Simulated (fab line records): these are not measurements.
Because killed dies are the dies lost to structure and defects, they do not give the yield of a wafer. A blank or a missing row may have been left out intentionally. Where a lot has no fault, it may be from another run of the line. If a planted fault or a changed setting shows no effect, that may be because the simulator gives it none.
2 desks, one fault :: flow berkeley-cmos170 :: numbers are kept per desk, each desk with only its own; the story behind them comes last

## METROLOGY DESK
Means of the sampled wafers that have a number, per lot and without regard to the tool the lot ran on: this is what the gauges read. Any lot whose mean is over 4 standard deviations away from the usual mean is out of limits and marked OUT; that distance is given in the brackets.
Columns: A = GATE_OXIDE_THK at UCB170_GATE_THK_MEAS_02, usual 6.67 nm; B = cd-nm at UCB170_GATE_CD_MEAS_12, usual 349.6 nm; C = cd-nm at UCB170_PLDD_CD_MEAS_06, usual 1199.8 nm; D = PLDD_TW at UCB170_PLDD_TW_MEAS_11, usual 1012; E = PLDD_RS at UCB170_SDANNEAL_RS_MEAS_04, usual 1032 ohm/sq
lot: L368
first seen here: day 5 09:39
A: 6.55
B: 350.5
C: 1198.9
D: 1012
E: 1033

lot: L369
first seen here: day 5 20:08
A: 6.74
B: 349.1
C: 1201.1
D: 1018
E: 1031

lot: L370
first seen here: day 5 20:08
A: 6.72
B: 350.3
C: 1201.1
D: 1017
E: 1030

lot: L371
first seen here: day 6 08:25
A: 6.58
B: 349.1
C: 1201.1
D: 1007
E: 1035

lot: L372
first seen here: day 6 14:01
A: 6.86
B: 349.9
C: 1199.2
D: 1018
E: 1028

lot: L375
first seen here: day 7 04:35
A: 6.89
B: 349.6
C: 1200.2
D: 1073 (+11) OUT
E: 901 (-44) OUT

lot: L377
first seen here: day 7 11:06
A: 6.73
B: 346.7
C: 1199.1
D: 1072 (+11) OUT
E: 906 (-42) OUT

lot: L384
first seen here: day 8 20:59
A: 6.53
B: 350.2
C: 1197.5
D: 1002
E: 1036

lot: L388
first seen here: day 9 21:46
A: 6.70
B: 346.8
C: 1196.2
D: 1015
E: 1033

lot: L387
first seen here: day 9 21:48
A: 6.77
B: 349.9
C: 1200.6
D: 1008
E: 1034

lot: L389
first seen here: day 9 23:06
A: 6.50
B: 348.5
C: 1203.3
D: 1018
E: 1025

lot: L390
first seen here: day 10 14:23
A: 6.69
B: 350.4
C: 1199.9
D: 1008
E: 1031

lot: L391
first seen here: day 10 14:24
A: 6.77
B: 346.8
C: 1198.6
D: 1011
E: 1030
This desk finds L375, L377 out of limits, with the earliest case on L375 at day 7 13:32 (PLDD_TW at UCB170_PLDD_TW_MEAS_11). Within limits: L368, L369, L370, L371, L372, L384, L388, L387, L389, L390, L391.

## TOOL OWNER'S DESK, implanter-02
The tool's own readings at UCB170_PLDD_IMPLANT_09: means of the sampled wafers that have a number, for each lot that ran on this tool. Any lot whose mean is over 4 standard deviations away from the usual mean is out of limits and marked OUT; that distance is given in the brackets.
Columns: A = beam-on-s at UCB170_PLDD_IMPLANT_09, usual 10.01 s; B = dose-ions-cm2 at UCB170_PLDD_IMPLANT_09, usual 5e+13; C = end-station-pressure-torr at UCB170_PLDD_IMPLANT_09, usual 5.11e-06 Torr; D = faraday-current-uA at UCB170_PLDD_IMPLANT_09, usual 158
lot: L369
first seen here: day 6 06:19
A: 9.98
B: 5e+13
C: 5.04e-06
D: 159

lot: L371
first seen here: day 6 17:16
A: 9.91
B: 5e+13
C: 4.97e-06
D: 160

lot: L375
first seen here: day 7 13:19
A: 10.97 (+4.8) OUT
B: 7e+13 (+99 or more) OUT
C: 4.83e-06
D: 198 (+12) OUT

lot: L377
first seen here: day 7 19:51
A: 10.98 (+4.9) OUT
B: 7e+13 (+99 or more) OUT
C: 5.15e-06
D: 197 (+12) OUT

lot: L391
first seen here: day 11 00:29
A: 10.04
B: 5e+13
C: 4.98e-06
D: 158
This desk's verdict: out of limits on L375, L377, starting with L375 at day 7 13:19 (beam-on-s at UCB170_PLDD_IMPLANT_09). Within limits: L369, L371, L391.

## PUT TOGETHER
At day 7 13:19, on L375, L377, the tool owner's desk was in a position to raise an alarm.
The metrology desk could have raised an alarm at day 7 13:32, on L375, L377.
UCB170_PLDD_IMPLANT_09 was run on implanter-02 by each of the lots named.

## WHAT THE SIMULATOR HAD PUT IN
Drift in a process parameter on implanter-02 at UCB170_PLDD_IMPLANT_09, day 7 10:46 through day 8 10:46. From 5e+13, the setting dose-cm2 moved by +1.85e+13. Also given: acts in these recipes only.
Shown lots that were struck: L375, L377.
Hours from the fault's start to each desk's first reading out of limits: the tool owner's desk, 3; the metrology desk, 3.
